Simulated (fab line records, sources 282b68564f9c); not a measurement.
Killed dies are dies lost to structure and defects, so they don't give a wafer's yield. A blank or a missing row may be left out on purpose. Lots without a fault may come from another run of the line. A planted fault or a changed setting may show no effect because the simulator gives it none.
Which tool did it? | flow rit_cmos | 14 lots, 42 wafers sampled, at 2 steps of a route of 202

WHAT THE GAUGES READ, wafer by wafer
RIT_SPACER_THK_MEAS_04. Usual: SPACER_NITRIDE_THK 251.0 nm, standard deviation 2.4.
lot  | measured    | on            | SPACER_NITRIDE_THK (nm) | flag
L894 | day 2 20:47 | film_metro-02 | 252.4 252.5 250.9       |
L895 | day 3 02:48 | film_metro-03 | 251.0 252.0 251.5       |
L897 | day 3 12:51 | film_metro-03 | 249.6 249.8 252.8       |
L898 | day 3 17:13 | film_metro-04 | 291.2 291.7 293.8       | OFF
L900 | day 4 04:31 | film_metro-03 | 248.1 248.2 252.5       |
L901 | day 4 09:52 | film_metro-04 | 281.5 283.0 283.6       | OFF
L909 | day 6 05:31 | film_metro-02 | 252.7 250.4 248.5       |
L911 | day 6 17:11 | film_metro-02 | 253.9 251.1 254.8       |
L912 | day 7 03:26 | film_metro-04 | 251.4 248.2 251.5       |
L913 | day 7 07:10 | film_metro-04 | 253.5 251.4 252.0       |
L914 | day 7 09:07 | film_metro-03 | 247.9 247.2 248.7       |
L915 | day 7 14:05 | film_metro-03 | 251.9 252.7 249.6       |
L916 | day 7 18:44 | film_metro-02 | 247.3 246.9 249.7       |
L917 | day 7 22:41 | film_metro-02 | 250.3 251.2 252.1       |

WHICH TOOL RAN EACH LOT (tool, then ch and the chambers of the sampled wafers, then the start)
lot  | RIT_SPACER_CVD_03
L894 | lpcvd-01 ch 1, day 2 18:52
L895 | lpcvd-02 ch 1, day 3 00:52
L897 | lpcvd-02 ch 1, day 3 10:56
L898 | lpcvd-02 ch 1, day 3 15:18
L900 | lpcvd-01 ch 0, day 4 02:36
L901 | lpcvd-02 ch 1, day 4 07:55
L909 | lpcvd-01 ch 1, day 6 03:36
L911 | lpcvd-01 ch 1, day 6 15:15
L912 | lpcvd-01 ch 1, day 7 01:31
L913 | lpcvd-01 ch 1, day 7 05:15
L914 | lpcvd-01 ch 0, day 7 07:10
L915 | lpcvd-02 ch 0, day 7 12:10
L916 | lpcvd-02 ch 1, day 7 16:48
L917 | lpcvd-02 ch 0, day 7 20:45
- RIT_SPACER_CVD_03: deposits Si3N4 from SiH2Cl2/NH3, target thk 250 nm, time 3300 s.

WHAT THE TOOLS THEMSELVES READ (means of the sampled wafers that have a number; where no wafer has one, the mark that the record gives instead)
RIT_SPACER_CVD_03. Usual: pressure_mtorr 300.0 mTorr, standard deviation 0.69; sih2cl2_flow_sccm 60.02 sccm, standard deviation 0.18; susceptor_temp_C 810.1 C, standard deviation 0.33; zone_power_load_pct 20.3 %, standard deviation 1.9.
lot  | tool     | pressure_mtorr (mTorr) | sih2cl2_flow_sccm (sccm) | susceptor_temp_C (C) | zone_power_load_pct (%) | flag
L894 | lpcvd-01 | 300.9                  | 59.93                    | 810.0                | 21.1                    |
L895 | lpcvd-02 | 300.2                  | 60.05                    | 810.5                | 17.4                    |
L897 | lpcvd-02 | 298.9                  | 59.88                    | 810.2                | 17.4                    |
L898 | lpcvd-02 | 300.5                  | 90.08                    | 810.1                | 17.4                    | OFF
L900 | lpcvd-01 | 300.0                  | 59.80                    | 810.0                | 22.1                    |
L901 | lpcvd-02 | 299.3                  | 89.69                    | 810.2                | 17.5                    | OFF
L909 | lpcvd-01 | 300.4                  | 60.01                    | 809.7                | 20.9                    |
L911 | lpcvd-01 | 300.1                  | 59.85                    | 810.3                | 20.9                    |
L912 | lpcvd-01 | 300.2                  | 60.32                    | 810.2                | 21.3                    |
L913 | lpcvd-01 | 299.5                  | 60.21                    | 809.7                | 20.9                    |
L914 | lpcvd-01 | 299.9                  | 59.96                    | 810.1                | 22.0                    |
L915 | lpcvd-02 | 300.4                  | 60.12                    | 810.2                | 21.0                    |
L916 | lpcvd-02 | 299.5                  | 60.07                    | 810.5                | 17.2                    |
L917 | lpcvd-02 | 300.9                  | 60.03                    | 810.1                | 21.1                    |

THE ANSWER, worked out from the rows above alone
Rule: a lot is off if the mean of its wafers that have a number lies more than 3 standard deviations from the usual mean. A lot without any number at a reading at which 4 lots or more have one is off too. The other lots that the step has rows for count as sound. The gauges are gone through in route order, then the tools' own readings, and for those a lot's mean is taken as printed above. The first step at which some lot is off is used, and at that step the reading that is off furthest; a lot without a number counts as furthest.
Off: L898, L901, at RIT_SPACER_THK_MEAS_04 (SPACER_NITRIDE_THK).
A tool fits if, at a process step before that reading, it ran every lot that is off, and no sound lot after the first of them. The gauges at RIT_SPACER_THK_MEAS_04 aren't tried: what is off there is off at RIT_SPACER_CVD_03 too, on other tools, and a gauge's error can't cause that. None of those tried fits.

WHAT THE SIMULATOR HAD PUT IN
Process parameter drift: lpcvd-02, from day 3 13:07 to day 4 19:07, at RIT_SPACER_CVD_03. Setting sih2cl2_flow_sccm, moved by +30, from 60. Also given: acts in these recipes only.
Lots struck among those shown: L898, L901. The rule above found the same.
